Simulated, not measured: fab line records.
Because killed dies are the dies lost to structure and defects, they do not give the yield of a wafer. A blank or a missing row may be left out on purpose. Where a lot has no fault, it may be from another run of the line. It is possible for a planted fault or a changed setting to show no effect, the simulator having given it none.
Shared-tool check :: flow berkeleyCmos170 :: 42 wafers sampled across 14 lots

## WHAT PROMPTED THE OPENING
2 of 14 lots carry a flag on the reading V1_TEOS_THK at UCB170_V1_THK_MEAS_01. Wafers without a fault read 1995 nm, standard deviation 25.
Rule: a lot gets a flag if all its wafers with a number sit over 4 standard deviations from that mean, or if no wafer of it has a number. All remaining lots are regarded as sound.

lot: L807
measured: day 7 03:11
on: filmMetro-03
V1_TEOS_THK (nm), wafer by wafer: 1968 1950 2023
flag: 

lot: L809
measured: day 8 04:12
on: filmMetro-04
V1_TEOS_THK (nm), wafer by wafer: 1951 1991 1986
flag: 

lot: L810
measured: day 8 10:07
on: filmMetro-01
V1_TEOS_THK (nm), wafer by wafer: 1980 1986 2006
flag: 

lot: L811
measured: day 8 18:20
on: filmMetro-04
V1_TEOS_THK (nm), wafer by wafer: 1978 2026 1977
flag: 

lot: L816
measured: day 9 01:32
on: filmMetro-01
V1_TEOS_THK (nm), wafer by wafer: 1996 2013 2055
flag: 

lot: L815
measured: day 9 01:33
on: filmMetro-03
V1_TEOS_THK (nm), wafer by wafer: 1957 2014 1969
flag: 

lot: L817
measured: day 9 11:22
on: filmMetro-01
V1_TEOS_THK (nm), wafer by wafer: 1978 2002 2011
flag: 

lot: L818
measured: day 10 08:09
on: filmMetro-01
V1_TEOS_THK (nm), wafer by wafer: 1956 1982 2009
flag: 

lot: L819
measured: day 10 14:19
on: filmMetro-04
V1_TEOS_THK (nm), wafer by wafer: 2008 1992 2039
flag: 

lot: L822
measured: day 10 14:19
on: filmMetro-03
V1_TEOS_THK (nm), wafer by wafer: 1978 2007 2020
flag: 

lot: L821
measured: day 11 02:08
on: filmMetro-01
V1_TEOS_THK (nm), wafer by wafer: 1953 1977 1974
flag: 

lot: L825
measured: day 11 05:57
on: filmMetro-01
V1_TEOS_THK (nm), wafer by wafer: 2205 2221 2259
flag: FLAGGED

lot: L826
measured: day 11 13:12
on: filmMetro-04
V1_TEOS_THK (nm), wafer by wafer: 2200 2240 2253
flag: FLAGGED

lot: L829
measured: day 12 06:56
on: filmMetro-01
V1_TEOS_THK (nm), wafer by wafer: 1993 2016 1996
flag: 
The numbers of the flagged lots are 2230 nm on average: +235 nm against the usual, or +9 standard deviations.

## TOOL THAT RAN EACH LOT
2 process steps preceding the reading are held in the record, out of 331 steps in the route. Cell contents, in order: the tool; ch with the chambers the sampled wafers went through; the start.
lot: L807
flag: 
UCB170_CONTACT_RTA_08: rtpAnneal-02 ch 0, day 6 21:07
UCB170_V1_CVD_00: pecvd-01 ch 0,1,2, day 7 03:01

lot: L809
flag: 
UCB170_CONTACT_RTA_08: rtpAnneal-02 ch 0, day 7 21:22
UCB170_V1_CVD_00: pecvd-04 ch 0,1, day 8 04:02

lot: L810
flag: 
UCB170_CONTACT_RTA_08: rtpAnneal-02 ch 0, day 7 21:25
UCB170_V1_CVD_00: pecvd-04 ch 0,1,2, day 8 09:57

lot: L811
flag: 
UCB170_CONTACT_RTA_08: rtpAnneal-02 ch 0, day 8 11:32
UCB170_V1_CVD_00: pecvd-02 ch 0,1,2, day 8 18:13

lot: L816
flag: 
UCB170_CONTACT_RTA_08: rtpAnneal-01 ch 0, day 8 15:47
UCB170_V1_CVD_00: pecvd-04 ch 0,1, day 9 01:23

lot: L815
flag: 
UCB170_CONTACT_RTA_08: rtpAnneal-02 ch 0, day 8 16:14
UCB170_V1_CVD_00: pecvd-01 ch 0,2, day 9 01:23

lot: L817
flag: 
UCB170_CONTACT_RTA_08: rtpAnneal-01 ch 0, day 8 23:49
UCB170_V1_CVD_00: pecvd-04 ch 0,1,2, day 9 11:13

lot: L818
flag: 
UCB170_CONTACT_RTA_08: rtpAnneal-01 ch 0, day 10 00:07
UCB170_V1_CVD_00: pecvd-04 ch 0,1, day 10 08:00

lot: L819
flag: 
UCB170_CONTACT_RTA_08: rtpAnneal-01 ch 0, day 10 05:13
UCB170_V1_CVD_00: pecvd-01 ch 0,1, day 10 14:09

lot: L822
flag: 
UCB170_CONTACT_RTA_08: rtpAnneal-02 ch 0, day 10 05:28
UCB170_V1_CVD_00: pecvd-04 ch 0,1, day 10 14:09

lot: L821
flag: 
UCB170_CONTACT_RTA_08: rtpAnneal-01 ch 0, day 10 17:20
UCB170_V1_CVD_00: pecvd-02 ch 1,2, day 11 01:59

lot: L825
flag: FLAGGED
UCB170_CONTACT_RTA_08: rtpAnneal-01 ch 0, day 10 23:44
UCB170_V1_CVD_00: pecvd-01 ch 0,1, day 11 05:47

lot: L826
flag: FLAGGED
UCB170_CONTACT_RTA_08: rtpAnneal-01 ch 0, day 11 05:08
UCB170_V1_CVD_00: pecvd-01 ch 0,2, day 11 13:02

lot: L829
flag: 
UCB170_CONTACT_RTA_08: rtpAnneal-02 ch 0, day 11 23:28
UCB170_V1_CVD_00: pecvd-04 ch 0,1,2, day 12 06:46
What is done by these steps:
- UCB170_CONTACT_RTA_08: time 10 s.
- UCB170_V1_CVD_00: deposits SiO2 from TEOS/O2, target thk 2000 nm, time 250 s.
- UCB170_V1_THK_MEAS_01

## FLAGGED OVER TOTAL, TOOL BY TOOL (the gauges that took the reading come last)
step: UCB170_CONTACT_RTA_08
tool: rtpAnneal-01
lots run: 7
flagged: 2
share of the flagged lots: all
sound lots run after its first flagged lot: 0

step: UCB170_CONTACT_RTA_08
tool: rtpAnneal-02
lots run: 7
flagged: 0
share of the flagged lots: none
sound lots run after its first flagged lot: -

step: UCB170_V1_CVD_00
tool: pecvd-01
lots run: 5
flagged: 2
share of the flagged lots: all
sound lots run after its first flagged lot: 0

step: UCB170_V1_CVD_00
tool: pecvd-02
lots run: 2
flagged: 0
share of the flagged lots: none
sound lots run after its first flagged lot: -

step: UCB170_V1_CVD_00
tool: pecvd-04
lots run: 7
flagged: 0
share of the flagged lots: none
sound lots run after its first flagged lot: -

step: UCB170_V1_THK_MEAS_01
tool: filmMetro-01
lots run: 7
flagged: 1
share of the flagged lots: some
sound lots run after its first flagged lot: 1 (L829)

step: UCB170_V1_THK_MEAS_01
tool: filmMetro-03
lots run: 3
flagged: 0
share of the flagged lots: none
sound lots run after its first flagged lot: -

step: UCB170_V1_THK_MEAS_01
tool: filmMetro-04
lots run: 4
flagged: 1
share of the flagged lots: some
sound lots run after its first flagged lot: 0

## WHAT THE TABLE PERMITS
Every flagged lot went through 2 rows of the table: rtpAnneal-01 at UCB170_CONTACT_RTA_08 and pecvd-01 at UCB170_V1_CVD_00.
- rtpAnneal-01 at UCB170_CONTACT_RTA_08: 2 of its 7 lots flagged. A fault beginning between L821 (day 10 17:20), its last sound lot, and L825 (day 10 23:44), its first flagged one, fits the data.
- pecvd-01 at UCB170_V1_CVD_00: 2 of its 5 lots flagged. A fault beginning between L819 (day 10 14:09), its last sound lot, and L825 (day 11 05:47), its first flagged one, fits the data. Its own readings lie more than 4 standard deviations out on every wafer of the flagged lots: rfFwdPowerW.
A lot count leaves these 2 tools indistinguishable: every one of them fits a fault beginning at some hour. More lots, or a look at what each step does to the wafer, might.

## WHAT THE SIMULATOR PUT IN
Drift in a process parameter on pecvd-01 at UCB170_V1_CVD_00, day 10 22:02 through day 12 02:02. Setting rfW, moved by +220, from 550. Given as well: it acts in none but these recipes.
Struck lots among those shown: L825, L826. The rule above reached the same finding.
